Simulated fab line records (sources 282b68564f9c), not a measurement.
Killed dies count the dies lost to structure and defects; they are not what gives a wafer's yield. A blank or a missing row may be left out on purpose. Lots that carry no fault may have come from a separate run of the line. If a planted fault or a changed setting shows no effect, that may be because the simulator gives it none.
fab line records	flow rit_cmos
[record] lots = 6	wafers = 18	last_day = 7
route steps=202 shown ACTIVE@11 FOX1@20 FOX2@23 NWELL@28 PWELL@39 WELLDRIVE@50 SILICIDE@161 M1@202
lots that met no fault: taken from a fault-free run of the same line
start_h: hours from the record's opening day to when the first of the lot's shown wafers began	wait_h: hours from the lot's prior step to this one	" the same as in the row above	L1.1+2: one row covering several wafers at once	- no value, or no start given	* or withheld: withheld	< > ~ a bound
route shown NAME@n: names a module that has steps shown in the file, with the first one's number in the route	usual: mean and standard deviation over wafers with no fault	same: alike in all rows	chamber/n: place in a boat	sites: readings site by site	_std_site: standard deviation of those values	_edge_site: mean of outer sites minus mean of inner sites	radius_mm: how far each site lies from the wafer's centre	mask NAME#n: copy n	behind: tool/chamber where the wafer was last shaped	hold: the reason the lot was held/the length of the hold in hours/how it ended	device: transistor that didn't switch, given as n, p or np	end of line: the route-end tests of the same wafers	for a step that has no rows: nothing shown but its recipe	killed: at the first sort, the dies lost to defects and structure; wafer yield is something else	map: a wafer's dies, marking killed ones x, the rest . and places with no die _
set.NAME: the setting as run; set.NAME@STEP: as run at that earlier step	model.NAME: the simulator's own value behind a step, which no gauge read
lots at selected steps of the route; one table per step, one row per wafer
services: the hour from which a tool's chamber was out of use, counted from the record's first day as start_h (under 0 if before that day), plus the number of hours and why
[[steps]]
[step RIT_ACTIVE_DEVELOP_10]
[recipe] resist = NOVOLAK	develop_time_s = 50	dev_temp_c = 23
[step RIT_ACTIVE_CD_MEAS_11]
[recipe] target_cd_nm = 1400
[usual] cd_nm = 1400.3/2.6
lot.wafer	tool	chamber	start_h	wait_h	cd_nm
L878.1	cd_sem-01	-	14.56	-	1400.7
L878.2	"	-	"	"	1401.2
L878.4	"	-	"	"	1402.0
L879.2	cd_sem-02	-	22.35	-	1400.2
L879.4	"	-	"	"	1402.5
L879.5	"	-	"	"	1401.4
L885.2	cd_sem-02	-	51.07	-	1396.6
L885.4	"	-	"	"	1398.3
L885.6	"	-	"	"	1395.1
L889.1	cd_sem-02	-	70.25	-	1402.1
L889.5	"	-	"	"	1398.6
L889.6	"	-	"	"	1400.2
L898.2	cd_sem-02	-	117.39	-	1399.7
L898.3	"	-	"	"	1400.4
L898.4	"	-	"	"	1399.3
L899.1	cd_sem-02	-	124.34	-	1405.5
L899.5	"	-	"	"	1407.0
L899.6	"	-	"	"	1405.9
[step RIT_ACTIVE_HARDBAKE_12]
[recipe] resist = NOVOLAK	temp_c = 140	time_s = 60
[step RIT_ACTIVE_ETCH_13]
[recipe] stop_on = SiO2	chemistry = SF6	target = Si3N4	time_s = 210	over_etch_frac = 0.4	SF6_flow_sccm = 200	pressure_mtorr = 260	rf_w = 125	target_depth_a = 2100
[usual] drypump_motor_current_A = 5.7/0.43	oes_product_au = 0.832/0.014	throttle_valve_pct = 7.49/0.15
[same] time_s = 210
lot.wafer	tool	chamber	start_h	wait_h	drypump_motor_current_A	oes_product_au	rf_hours_counter_h	throttle_valve_pct
L878.1	rie_diel-01	1	14.98	0.1	6.1	0.826	29	7.65
L878.2	"	0	"	"	6.1	0.837	91	7.72
L878.4	"	2	"	"	5.4	0.834	1	7.27
L879.2	rie_diel-02	0	22.60	0.1	5.5	0.837	109	7.64
L879.4	"	2	"	"	6.1	0.848	99	7.69
L879.5	"	3	"	"	5.8	0.847	-	7.36
L885.2	rie_diel-04	3	51.52	0.1	5.5	0.816	4	7.37
L885.4	"	2	"	"	5.3	0.845	124	7.61
L885.6	"	1	"	"	6.3	0.812	-	7.53
L889.1	rie_diel-04	1	70.52	0.1	6.3	0.814	129	7.49
L889.5	"	1	"	"	6.2	0.818	-	7.51
L889.6	"	0	"	"	5.7	0.828	-	7.31
L898.2	rie_diel-04	0	117.64	0.1	5.7	0.822	13	7.31
L898.3	"	2	"	"	5.3	0.846	125	7.62
L898.4	"	1	"	"	6.2	0.808	129	7.52
L899.1	rie_diel-04	1	124.61	0.1	6.2	0.802	130	7.49
L899.5	"	2	"	"	5.3	0.825	-	7.61
L899.6	"	1	"	"	6.2	0.803	-	7.52
[step RIT_ACTIVE_STRIP_14]
[recipe] chemistry = O2	time_s = 180	resist = NOVOLAK	platen_temp_c = withheld	power_w = 500	pressure_mtorr = 4000	o2_flow_sccm = 4000
[usual] drypump_motor_current_A = 6.2/0.51
[same] time_s = 180
lot.wafer	tool	chamber	start_h	wait_h	drypump_motor_current_A	rf_hours_counter_h
L878.1	plasma_asher-01	0	15.12	0.1	6.8	21
L878.2	"	1	"	"	5.7	21
L878.4	"	1	"	"	5.8	-
L879.2	plasma_asher-03	1	22.73	0.1	5.4	36
L879.4	"	1	"	"	5.5	-
L879.5	"	0	"	"	5.9	-
L885.2	plasma_asher-03	1	51.65	0.1	5.5	39
L885.4	"	1	"	"	5.5	-
L885.6	"	1	"	"	5.4	-
L889.1	plasma_asher-02	0	70.66	0.1	6.5	43
L889.5	"	1	"	"	6.8	-
L889.6	"	0	"	"	6.5	-
L898.2	plasma_asher-03	0	117.78	0.1	5.9	0
L898.3	"	1	"	"	5.5	-
L898.4	"	0	"	"	5.9	-
L899.1	plasma_asher-02	0	124.74	0.1	6.5	47
L899.5	"	0	"	"	6.5	-
L899.6	"	1	"	"	6.8	-
[step RIT_ACTIVE_CD_MEAS_90]
[recipe] target_cd_nm = 1400
[usual] cd_nm = 1400.4/2.6
lot.wafer	tool	chamber	start_h	wait_h	cd_nm
L878.1	cd_sem-01	-	15.29	0.1	1400.8
L878.2	"	-	"	"	1401.0
L878.4	"	-	"	"	1401.9
L879.2	cd_sem-01	-	22.93	0.1	1400.6
L879.4	"	-	"	"	1402.7
L879.5	"	-	"	"	1401.1
L885.2	cd_sem-02	-	51.84	0.1	1396.6
L885.4	"	-	"	"	1398.3
L885.6	"	-	"	"	1395.0
L889.1	cd_sem-02	-	70.83	0.1	1402.1
L889.5	"	-	"	"	1399.4
L889.6	"	-	"	"	1400.9
L898.2	cd_sem-02	-	117.97	0.1	1399.9
L898.3	"	-	"	"	1400.6
L898.4	"	-	"	"	1399.3
L899.1	cd_sem-01	-	124.92	0.1	1405.0
L899.5	"	-	"	"	1407.3
L899.6	"	-	"	"	1406.0
[step RIT_ACTIVE_CLEAN_15]
[recipe] chemistry = SC1	mix = 3:3:50	time_s = 600	temp_c = 75
[step RIT_ACTIVE_CLEAN_16]
[recipe] chemistry = dHF	dilution = 50:1	time_s = 30
[step RIT_ACTIVE_CLEAN_17]
[recipe] chemistry = SC2	mix = 3:3:50	time_s = 600	temp_c = 75	dry = n2_spin
[step RIT_FOX1_OXIDATION_00]
[recipe] temp_c = 1100	ambient = H2O	target_thk_a = 3507	p_h2o_torr = 720	ox_time_s = 1130
[step RIT_FOX1_THK_MEAS_01]
[recipe] reads = SiO2_of_FOX1_OXIDATION_00
[usual] FOX1_OXIDE_THK = 349/5.9
lot.wafer	tool	chamber	start_h	wait_h	FOX1_OXIDE_THK[nm]
L878.1	film_metro-02	-	20.39	0.0	350
L878.2	"	-	"	"	349
L878.4	"	-	"	"	343
L879.2	film_metro-03	-	28.09	0.0	351
L879.4	"	-	"	"	354
L879.5	"	-	"	"	355
L885.2	film_metro-04	-	54.90	0.0	351
L885.4	"	-	"	"	350
L885.6	"	-	"	"	354
L889.1	film_metro-02	-	76.18	0.0	347
L889.5	"	-	"	"	347
L889.6	"	-	"	"	352
L898.2	film_metro-03	-	124.97	0.0	341
L898.3	"	-	"	"	348
L898.4	"	-	"	"	344
L899.1	film_metro-03	-	131.45	0.0	341
L899.5	"	-	"	"	340
L899.6	"	-	"	"	334
[step RIT_FOX1_WET_ETCH_02]
[recipe] chemistry = BOE	target_depth_nm = 350	time_s = 390	temp_c = 21.5	dry = n2_spin	dilution = 10:1	target = SiO2
[step RIT_FOX2_OXIDATION_00]
[recipe] temp_c = 1100	ambient = H2O	target_thk_a = 3507	p_h2o_torr = 720	ox_time_s = 1130
[usual] spike_tc_centre_C = 1101.8/1.2	spike_tc_load_C = 1123/4	spike_tc_source_C = 1124/3.6	tube_center_temp_C = 1100/0.11	tube_center_temp_C_max = 1102.9/0.5
lot.wafer	tool	chamber	start_h	wait_h	spike_tc_centre_C	spike_tc_load_C	spike_tc_source_C	tube_center_temp_C	tube_center_temp_C_max	model.SiO2_of_FOX2_OXIDATION_00.thk_nm
L878.1	furnace-03	0	24.86	4.3	1103.4	1128	1119	1100	1102.7	346.7
L878.2	"	0	"	"	1104.3	1128	1118	1100	1102.2	348
L878.4	"	0	"	"	1102.4	1128	1120	1100.1	1102.8	350.9
L879.2	furnace-01	0	29.15	0.9	1102.0	1125	1127	1100.1	1102.7	353.6
L879.4	"	0	"	"	1103.7	1124	1127	1099.9	1103.1	351.9
L879.5	"	0	"	"	1104.1	1124	1126	1099.9	1102.6	347.5
L885.2	furnace-01	0	55.33	0.2	1116.2	1138	1143	1114.1	1117.4	364.1
L885.4	"	0	"	"	1116.7	1140	1142	1113.8	1116.2	360.9
L885.6	"	0	"	"	1118.1	1141	1140	1114	1116.9	362.6
L889.1	furnace-01	0	80.75	4.4	1116.1	1140	1141	1114	1116.8	361.6
L889.5	"	0	"	"	1117.0	1140	1140	1113.8	1116.6	361.6
L889.6	"	0	"	"	1115.5	1140	1141	1113.9	1116.2	356.6
L898.2	furnace-04	0	128.82	3.7	1102.1	1118	1120	1100	1103.8	346.4
L898.3	"	0	"	"	1103.1	1117	1121	1100.1	1102.9	339.7
L898.4	"	0	"	"	1101.9	1118	1120	1100	1102.9	341.6
L899.1	furnace-04	0	134.25	2.6	1101.9	1120	1120	1100	1103.2	346.8
L899.5	"	0	"	"	1100.2	1118	1122	1100.1	1103.5	349.9
L899.6	"	0	"	"	1102.0	1118	1119	1100.1	1103.0	341.6
[step RIT_FOX2_THK_MEAS_01]
[recipe] reads = SiO2_of_FOX2_OXIDATION_00
[usual] FOX2_OXIDE_THK = 348/7.7
lot.wafer	tool	chamber	start_h	wait_h	FOX2_OXIDE_THK[nm]
L878.1	film_metro-03	-	26.18	0.0	347
L878.2	"	-	"	"	348
L878.4	"	-	"	"	351
L879.2	film_metro-03	-	30.48	0.0	354
L879.4	"	-	"	"	352
L879.5	"	-	"	"	348
L885.2	film_metro-01	-	56.66	0.0	365
L885.4	"	-	"	"	361
L885.6	"	-	"	"	362
L889.1	film_metro-03	-	82.06	0.0	362
L889.5	"	-	"	"	362
L889.6	"	-	"	"	357
L898.2	film_metro-03	-	130.15	0.0	347
L898.3	"	-	"	"	340
L898.4	"	-	"	"	342
L899.1	film_metro-03	-	135.57	0.0	347
L899.5	"	-	"	"	350
L899.6	"	-	"	"	342
[step RIT_FOX2_CLEAN_02]
[recipe] chemistry = dHF	dilution = 50:1	time_s = 180
[step RIT_FOX2_WET_ETCH_03]
[recipe] chemistry = H3PO4	target = Si3N4	target_depth_nm = 195	temp_c = 165	time_s = 2700
[step RIT_FOX2_THK_MEAS_90]
[recipe] reads = SiO2_of_FOX2_OXIDATION_00
[usual] FIELD_OXIDE_LEFT_1_THK = 321/7.7
lot.wafer	tool	chamber	start_h	wait_h	FIELD_OXIDE_LEFT_1_THK[nm]
L878.1	film_metro-01	-	27.13	0.0	319
L878.2	"	-	"	"	321
L878.4	"	-	"	"	324
L879.2	film_metro-01	-	31.36	0.0	326
L879.4	"	-	"	"	324
L879.5	"	-	"	"	320
L885.2	film_metro-02	-	57.68	0.0	336
L885.4	"	-	"	"	333
L885.6	"	-	"	"	335
L889.1	film_metro-03	-	82.94	0.0	334
L889.5	"	-	"	"	334
L889.6	"	-	"	"	329
L898.2	film_metro-02	-	131.03	0.0	319
L898.3	"	-	"	"	312
L898.4	"	-	"	"	314
L899.1	film_metro-03	-	136.44	0.0	320
L899.5	"	-	"	"	323
L899.6	"	-	"	"	314
[step RIT_NWELL_HMDS_00]
[recipe] prime_time_s = 58.79	prime_temp_c = 140
[step RIT_NWELL_COAT_01]
[recipe] resist = NOVOLAK	spin_rpm = 2000	resist_thk_nm = 1300
[step RIT_NWELL_SOFTBAKE_02]
[recipe] resist = NOVOLAK	temp_c = 90	time_s = 60
[step RIT_NWELL_EXPOSE_03]
[recipe] mask_id = M2	na = 0.57	target_cd_nm = 43900	dose_mj = 250
[step RIT_NWELL_PEB_04]
[recipe] resist = NOVOLAK	temp_c = withheld	time_s = withheld
[step RIT_NWELL_DEVELOP_05]
[recipe] resist = NOVOLAK	develop_time_s = 68	dev_temp_c = 23
[step RIT_NWELL_OVL_MEAS_06]
[usual] NWELL_OVL = 0.9/1.4
lot.wafer	tool	chamber	start_h	wait_h	NWELL_OVL[nm]
L878.1	overlay-02	-	28.19	-	-0.5
L878.2	"	-	"	"	2.0
L878.4	"	-	"	"	3.0
L879.2	overlay-02	-	32.41	-	2.6
L879.4	"	-	"	"	0.4
L879.5	"	-	"	"	1.5
L885.2	overlay-02	-	58.78	-	0.4
L885.4	"	-	"	"	0.8
L885.6	"	-	"	"	0.2
L889.1	overlay-01	-	83.88	-	-1.4
L889.5	"	-	"	"	1.7
L889.6	"	-	"	"	-1.7
L898.2	overlay-02	-	131.96	-	-0.5
L898.3	"	-	"	"	0.3
L898.4	"	-	"	"	1.4
L899.1	overlay-01	-	137.66	-	0.2
L899.5	"	-	"	"	1.5
L899.6	"	-	"	"	1.8
[step RIT_NWELL_HARDBAKE_07]
[recipe] resist = NOVOLAK	temp_c = 140	time_s = 120
[step RIT_NWELL_IMPLANT_08]
[recipe] species = P	energy_kev = 167.8	dose_cm2 = 5e+13	tilt_deg = 7
[step RIT_NWELL_STRIP_09]
[recipe] chemistry = O2	time_s = 180	resist = NOVOLAK	platen_temp_c = withheld	power_w = 500	pressure_mtorr = 4000	o2_flow_sccm = 4000
[usual] drypump_motor_current_A = 6.2/0.64
[same] time_s = 180
lot.wafer	tool	chamber	start_h	wait_h	drypump_motor_current_A	rf_hours_counter_h
L878.1	plasma_asher-02	1	28.63	0.1	6.8	37
L878.2	"	0	"	"	6.5	37
L878.4	"	0	"	"	6.5	-
L879.2	plasma_asher-01	1	32.84	0.1	5.8	23
L879.4	"	1	"	"	5.8	-
L879.5	"	1	"	"	5.7	-
L885.2	plasma_asher-01	0	59.40	0.1	6.7	26
L885.4	"	1	"	"	5.8	-
L885.6	"	1	"	"	5.7	-
L889.1	plasma_asher-02	0	84.31	0.1	6.5	44
L889.5	"	1	"	"	6.8	-
L889.6	"	0	"	"	6.5	-
L898.2	plasma_asher-04	0	132.39	0.1	6.6	47
L898.3	"	1	"	"	5.0	-
L898.4	"	0	"	"	6.6	-
L899.1	plasma_asher-01	1	138.09	0.1	5.7	33
L899.5	"	1	"	"	5.8	-
L899.6	"	0	"	"	6.7	-
[step RIT_NWELL_TW_MEAS_10]
[usual] NWELL_TW = 2160/13
lot.wafer	tool	chamber	start_h	wait_h	NWELL_TW
L878.1	film_metro-01	-	28.81	0.1	2153
L878.2	"	-	"	"	2166
L878.4	"	-	"	"	2151
L879.2	film_metro-04	-	33.02	0.1	2172
L879.4	"	-	"	"	2181
L879.5	"	-	"	"	2178
L885.2	film_metro-01	-	59.59	0.1	2138
L885.4	"	-	"	"	2135
L885.6	"	-	"	"	2145
L889.1	film_metro-01	-	84.49	0.1	2162
L889.5	"	-	"	"	2153
L889.6	"	-	"	"	2159
L898.2	film_metro-03	-	132.58	0.1	2149
L898.3	"	-	"	"	2153
L898.4	"	-	"	"	2154
L899.1	film_metro-04	-	138.27	0.1	2179
L899.5	"	-	"	"	2179
L899.6	"	-	"	"	2193
[step RIT_PWELL_HMDS_00]
[recipe] prime_time_s = 60	prime_temp_c = 140
[step RIT_PWELL_COAT_01]
[recipe] resist = NOVOLAK	spin_rpm = 2000	resist_thk_nm = 1300
[step RIT_PWELL_SOFTBAKE_02]
[recipe] resist = NOVOLAK	temp_c = 90	time_s = 60
[step RIT_PWELL_EXPOSE_03]
[recipe] mask_id = M3	na = 0.57	target_cd_nm = 43700	dose_mj = 250
[step RIT_PWELL_PEB_04]
[recipe] resist = NOVOLAK	temp_c = withheld	time_s = withheld
[step RIT_PWELL_DEVELOP_05]
[recipe] resist = NOVOLAK	develop_time_s = 68	dev_temp_c = 23
[step RIT_PWELL_OVL_MEAS_06]
[usual] PWELL_OVL = 0.4/1.5
lot.wafer	tool	chamber	start_h	wait_h	PWELL_OVL[nm]
L878.1	overlay-01	-	29.87	-	2.1
L878.2	"	-	"	"	1.2
L878.4	"	-	"	"	2.4
L879.2	overlay-01	-	34.08	-	-0.1
L879.4	"	-	"	"	-1.8
L879.5	"	-	"	"	1.1
L885.2	overlay-02	-	60.65	-	3.3
L885.4	"	-	"	"	1.5
L885.6	"	-	"	"	0.6
L889.1	overlay-01	-	85.43	-	-0.2
L889.5	"	-	"	"	2.8
L889.6	"	-	"	"	-1.0
L898.2	overlay-02	-	133.70	-	1.8
L898.3	"	-	"	"	2.6
L898.4	"	-	"	"	5.1
L899.1	overlay-01	-	139.33	-	0.7
L899.5	"	-	"	"	1.2
L899.6	"	-	"	"	0.2
[step RIT_PWELL_HARDBAKE_07]
[recipe] resist = NOVOLAK	temp_c = 140	time_s = 120
[step RIT_PWELL_IMPLANT_08]
[recipe] species = B	energy_kev = 170	dose_cm2 = 7e+13	tilt_deg = 7
[step RIT_PWELL_STRIP_09]
[recipe] chemistry = O2	time_s = 180	resist = NOVOLAK	platen_temp_c = withheld	power_w = 500	pressure_mtorr = 4000	o2_flow_sccm = 4000
[usual] drypump_motor_current_A = 6.0/0.65
[same] time_s = 180
lot.wafer	tool	chamber	start_h	wait_h	drypump_motor_current_A	rf_hours_counter_h
L878.1	plasma_asher-01	0	30.31	0.1	6.8	23
L878.2	"	1	"	"	5.8	23
L878.4	"	1	"	"	5.8	-
L879.2	plasma_asher-03	0	34.51	0.1	5.9	37
L879.4	"	1	"	"	5.5	-
L879.5	"	0	"	"	5.9	-
L885.2	plasma_asher-01	1	61.08	0.1	5.7	27
L885.4	"	0	"	"	6.8	-
L885.6	"	1	"	"	5.8	-
L889.1	plasma_asher-04	1	85.87	0.1	5.0	43
L889.5	"	1	"	"	5.0	-
L889.6	"	0	"	"	6.6	-
L898.2	plasma_asher-03	0	134.13	0.1	5.9	2
L898.3	"	1	"	"	5.5	-
L898.4	"	0	"	"	5.9	-
L899.1	plasma_asher-04	1	139.79	0.1	5.0	48
L899.5	"	0	"	"	6.6	-
L899.6	"	1	"	"	5.0	-
[step RIT_PWELL_TW_MEAS_10]
[usual] PWELL_TW = 962/5.1
lot.wafer	tool	chamber	start_h	wait_h	PWELL_TW
L878.1	film_metro-01	-	30.48	0.1	960
L878.2	"	-	"	"	965
L878.4	"	-	"	"	956
L879.2	film_metro-03	-	34.70	0.1	959
L879.4	"	-	"	"	958
L879.5	"	-	"	"	958
L885.2	film_metro-03	-	61.26	0.1	959
L885.4	"	-	"	"	966
L885.6	"	-	"	"	963
L889.1	film_metro-01	-	86.04	0.1	963
L889.5	"	-	"	"	964
L889.6	"	-	"	"	964
L898.2	film_metro-01	-	134.32	0.1	959
L898.3	"	-	"	"	964
L898.4	"	-	"	"	958
L899.1	film_metro-03	-	139.96	0.1	954
L899.5	"	-	"	"	957
L899.6	"	-	"	"	960
[step RIT_WELLDRIVE_ANNEAL_00]
[recipe] temp_c = 1100	time_s = 14700	ambient = N2
[step RIT_WELLDRIVE_RS_MEAS_01]
[recipe] thk_meas_gauge = four-point-probe
[usual] NWELL_RS = 275.5/0.85
lot.wafer	tool	chamber	start_h	wait_h	NWELL_RS[ohm/sq]
L878.1	film_metro-03	-	36.62	0.0	274.9
L878.2	"	-	"	"	275.0
L878.4	"	-	"	"	275.7
L879.2	film_metro-01	-	40.02	0.0	274.4
L879.4	"	-	"	"	274.8
L879.5	"	-	"	"	275.0
L885.2	film_metro-03	-	68.42	0.0	276.6
L885.4	"	-	"	"	277.0
L885.6	"	-	"	"	276.7
L889.1	film_metro-01	-	94.27	0.0	274.9
L889.5	"	-	"	"	275.8
L889.6	"	-	"	"	276.0
L898.2	film_metro-04	-	139.77	0.0	274.7
L898.3	"	-	"	"	275.2
L898.4	"	-	"	"	275.2
L899.1	film_metro-03	-	145.11	0.0	274.5
L899.5	"	-	"	"	274.3
L899.6	"	-	"	"	275.2
[step RIT_WELLDRIVE_RS_MEAS_02]
[recipe] thk_meas_gauge = four-point-probe
[usual] PWELL_RS = 429.5/1.1
lot.wafer	tool	chamber	start_h	wait_h	PWELL_RS[ohm/sq]
L878.1	film_metro-03	-	36.74	0.1	429.8
L878.2	"	-	"	"	430.1
L878.4	"	-	"	"	431.3
L879.2	film_metro-01	-	40.14	0.1	429.9
L879.4	"	-	"	"	430.6
L879.5	"	-	"	"	430.7
L885.2	film_metro-03	-	68.54	0.1	431.3
L885.4	"	-	"	"	430.1
L885.6	"	-	"	"	429.4
L889.1	film_metro-01	-	94.39	0.1	430.0
L889.5	"	-	"	"	428.9
L889.6	"	-	"	"	429.3
L898.2	film_metro-04	-	139.89	0.1	429.2
L898.3	"	-	"	"	428.6
L898.4	"	-	"	"	429.8
L899.1	film_metro-03	-	145.23	0.1	429.9
L899.5	"	-	"	"	430.2
L899.6	"	-	"	"	428.1
[step RIT_SILICIDE_WET_ETCH_00]
[recipe] chemistry = BOE	target = SiO2	target_depth_nm = 14	time_s = 15	dry = n2_spin	dilution = 10:1	temp_c = 21.5
[same] time_s = 15
lot.wafer	tool	chamber	start_h	wait_h	model.SiO2_of_FOX2_OXIDATION_00.thk_nm
L878.1	wet_bench-03	3	61.16	0.1	146.9
L878.2	"	3	"	"	149.2
L878.4	"	3	"	"	150.2
L879.2	wet_bench-01	1	66.77	0.1	154.8
L879.4	"	1	"	"	152.8
L879.5	"	1	"	"	148.9
L885.2	wet_bench-03	2	98.87	0.1	163.5
L885.4	"	2	"	"	160.2
L885.6	"	2	"	"	163.2
L889.1	wet_bench-04	1	128.24	0.1	161.4
L889.5	"	1	"	"	162
L889.6	"	1	"	"	156.4
L898.2	wet_bench-03	1	167.77	0.1	146.4
L898.3	"	1	"	"	140.1
L898.4	"	1	"	"	142.7
L899.1	wet_bench-01	1	170.67	0.1	146.5
L899.5	"	1	"	"	149.8
L899.6	"	1	"	"	140.4
[step RIT_M1_PROBE_99]
[usual] killed_at_front_end = 7.1/2.8	killed_dies = 7.1/2.9	killed_on_rim = 1.9/1.5	killed_open = 3.4/2	killed_short = 3.6/2.1
[same] gross_dies = 264	killed_at_M0_to_M3 = 0	killed_at_M4_up = 0	killed_at_back_side = 0	killed_at_contacts = 0	killed_at_other = 0
lot.wafer	tool	chamber	start_h	wait_h	killed_at_front_end	killed_dies	killed_on_rim	killed_open	killed_short	model.etest.nldd.width_nm	model.etest.field_n.vt_v	model.etest.field_p_metal.vt_v
L878.1	prober-02	-	68.35	0.1	1	1	1	0	1	3186	34.2	-29.36
L878.2	prober-02	-	68.40	0.1	8	8	3	6	2	3187	34.35	-29.68
L878.4	prober-02	-	68.50	0.2	4	4	2	2	2	3177	34.64	-29.16
L879.2	prober-01	-	73.84	0.1	8	8	0	2	6	3182	35.25	-29.07
L879.4	prober-01	-	73.94	0.2	7	7	2	4	3	3180	34.94	-29.89
L879.5	prober-01	-	73.99	0.2	7	7	0	5	2	3162	34.27	-29.6
L885.2	prober-01	-	107.22	0.1	6	6	2	3	3	3135	36.57	-28.16
L885.4	prober-01	-	107.32	0.2	8	8	1	3	5	3166	36.12	-28.27
L885.6	prober-01	-	107.42	0.2	5	5	2	4	1	3134	36.38	-28.8
L889.1	prober-01	-	135.19	0.1	10	10	4	6	4	3170	36.23	-29.28
L889.5	prober-01	-	135.39	0.2	6	6	1	5	1	3160	36.22	-29.53
L889.6	prober-01	-	135.44	0.2	2	2	1	1	1	3184	35.64	-29.43
L898.2	prober-01	-	175.05	0.1	1	1	0	1	0	3196	34.08	-29.57
L898.3	prober-01	-	175.10	0.2	3	3	0	2	1	3195	33.2	-30.11
L898.4	prober-01	-	175.15	0.2	7	7	1	3	4	3210	33.34	-30.56
L899.1	prober-01	-	178.95	0.1	13	13	4	11	2	3211	34.1	-29.88
L899.5	prober-01	-	179.15	0.2	9	9	5	2	7	3209	34.49	-30.17
L899.6	prober-01	-	179.20	0.2	3	3	0	0	3	3212	33.37	-30.25
// killed by level:class
L878.1 GATE:geometric_particle:short=1
L878.2 REOX:geometric_particle:open=3 FOX1:geometric_particle:short=1 GATE:geometric_particle:open=1 SPACER:geometric_particle:open=1 SILICIDE:geometric_particle:open=1 SILICIDE:geometric_particle:short=1
L878.4 GATE:geometric_particle:short=1 GATE:geometric_particle:open=1 SPACER:geometric_particle:short=1 SILICIDE:geometric_particle:open=1
L879.2 GATE:geometric_particle:short=4 SILICIDE:geometric_particle:short=2 REOX:geometric_particle:open=1 SPACER:geometric_particle:open=1
L879.4 GATE:geometric_particle:open=2 GATE:geometric_particle:short=2 FOX1:geometric_particle:open=1 FOX2:geometric_particle:open=1 SILICIDE:geometric_particle:short=1
L879.5 FOX1:geometric_particle:open=1 FOX2:geometric_particle:short=1 FOX2:geometric_particle:open=1 SILICIDE:geometric_particle:short=1 GATE:geometric_particle:open=1 SPACER:geometric_particle:open=1 SILICIDE:geometric_particle:open=1
L885.2 GATE:geometric_particle:open=2 FOX1:geometric_particle:open=1 GATE:geometric_particle:short=1 REOX:geometric_particle:short=1 SPACER:geometric_particle:short=1
L885.4 GATE:geometric_particle:short=2 FOX1:geometric_particle:open=1 FOX1:geometric_particle:short=1 FOX2:geometric_particle:open=1 GATE:geometric_particle:open=1 SPACER:geometric_particle:short=1 SILICIDE:geometric_particle:short=1
L885.6 SPACER:geometric_particle:open=2 FOX1:geometric_particle:open=1 GATE:geometric_particle:open=1 SPACER:geometric_particle:short=1
L889.1 GATE:geometric_particle:open=5 FOX1:geometric_particle:short=1 GATE:geometric_particle:short=1 REOX:geometric_particle:short=1 SPACER:geometric_particle:open=1 SPACER:geometric_particle:short=1
L889.5 GATE:geometric_particle:open=5 REOX:geometric_particle:short=1
L889.6 GATE:geometric_particle:short=1 GATE:geometric_particle:open=1
L898.2 FOX1:geometric_particle:open=1
L898.3 GATE:geometric_particle:open=2 SILICIDE:geometric_particle:short=1
L898.4 GATE:geometric_particle:open=3 GATE:geometric_particle:short=2 SPACER:geometric_particle:short=1 SILICIDE:geometric_particle:short=1
L899.1 FOX1:geometric_particle:open=4 SPACER:geometric_particle:open=4 GATE:geometric_particle:open=2 FOX1:geometric_particle:short=1 SILICIDE:geometric_particle:short=1 SILICIDE:geometric_particle:open=1
L899.5 FOX1:geometric_particle:short=2 SPACER:geometric_particle:short=2 FOX2:geometric_particle:open=1 FOX2:geometric_particle:short=1 GATE:geometric_particle:short=1 SPACER:geometric_particle:open=1 SILICIDE:geometric_particle:short=1
L899.6 GATE:geometric_particle:short=2 FOX1:geometric_particle:short=1
[[services]]
tool	chamber	start_h	hours	kind
furnace-01	-	-6.30	14.3	pm
plasma_asher-02	-	2.66	2.1	repair
furnace-01	-	13.33	2.5	repair
furnace-04	-	19.45	2.1	pm
furnace-01	-	21.46	3.1	pm
furnace-04	-	21.54	4.6	pm
plasma_asher-04	-	26.60	9.4	pm
rie_diel-01	1	31.07	10.5	repair
rie_diel-02	0	61.71	13.8	repair
furnace-03	-	66.37	63.7	pm
plasma_asher-03	-	67.92	1.6	repair
rie_diel-01	2	72.70	12.5	repair
rie_diel-01	1	72.79	3.0	repair
rie_diel-04	-	91.95	0.8	repair
plasma_asher-03	-	108.75	9.0	pm
rie_diel-02	2	118.60	12.6	repair
rie_diel-02	-	122.05	0.5	repair
plasma_asher-04	-	125.04	1.7	repair
plasma_asher-02	-	126.86	2.8	pm
rie_diel-01	-	129.44	4.3	pm
plasma_asher-01	-	132.82	4.3	pm
rie_diel-01	0	137.90	23.8	repair
furnace-04	-	145.37	3.6	pm
rie_diel-02	2	165.60	6.9	repair
[[key]]
[first_sign] step = RIT_FOX2_OXIDATION_00	reading = tube_center_temp_C	direction = up	sigmas = 99+	usual = *	struck = *
[effect] step = RIT_FOX2_OXIDATION_00	reading = tube_center_temp_C_max	direction = up	sigmas = 27	usual = *	struck = *
[effect] step = RIT_FOX2_THK_MEAS_01	reading = FOX2_OXIDE_THK	direction = up	sigmas = 1.8	usual = 348	struck = 361
[effect] step = RIT_FOX2_THK_MEAS_90	reading = FIELD_OXIDE_LEFT_1_THK	direction = up	sigmas = 1.7	usual = 321	struck = 334
[model_effect] step = RIT_FOX2_OXIDATION_00	value = SiO2_of_FOX2_OXIDATION_00.thk_nm	without = 339.6	struck = 361.3
[model_effect] step = RIT_SILICIDE_WET_ETCH_00	value = SiO2_of_FOX2_OXIDATION_00.thk_nm	without = 139.4	struck = 161.1
[model_effect] step = RIT_M1_PROBE_99	value = etest.nldd.width_nm	without = 3184	struck = 3158
met_at RIT_FOX2_OXIDATION_00
struck_wafers L885.2,L885.4,L885.6,L889.1,L889.5,L889.6
tester_left_out L885,L889
onset_between 29.15 55.33
[fault] kind = process_parameter_drift	tool = furnace-01	chamber = -	onset_h = 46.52	steps = RIT_FOX2_OXIDATION_00	channel = temp_c	offset = *	shape = step	end_h = 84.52	acts_in = *	stated = *
// tester_left_out: of these lots the tester's yield and bins aren't shown, on N5 and GAA mostly nor the transistor test; their killed dies are dies lost to structure and defects alone, not to doping, threshold or leakage, so they don't give the yield
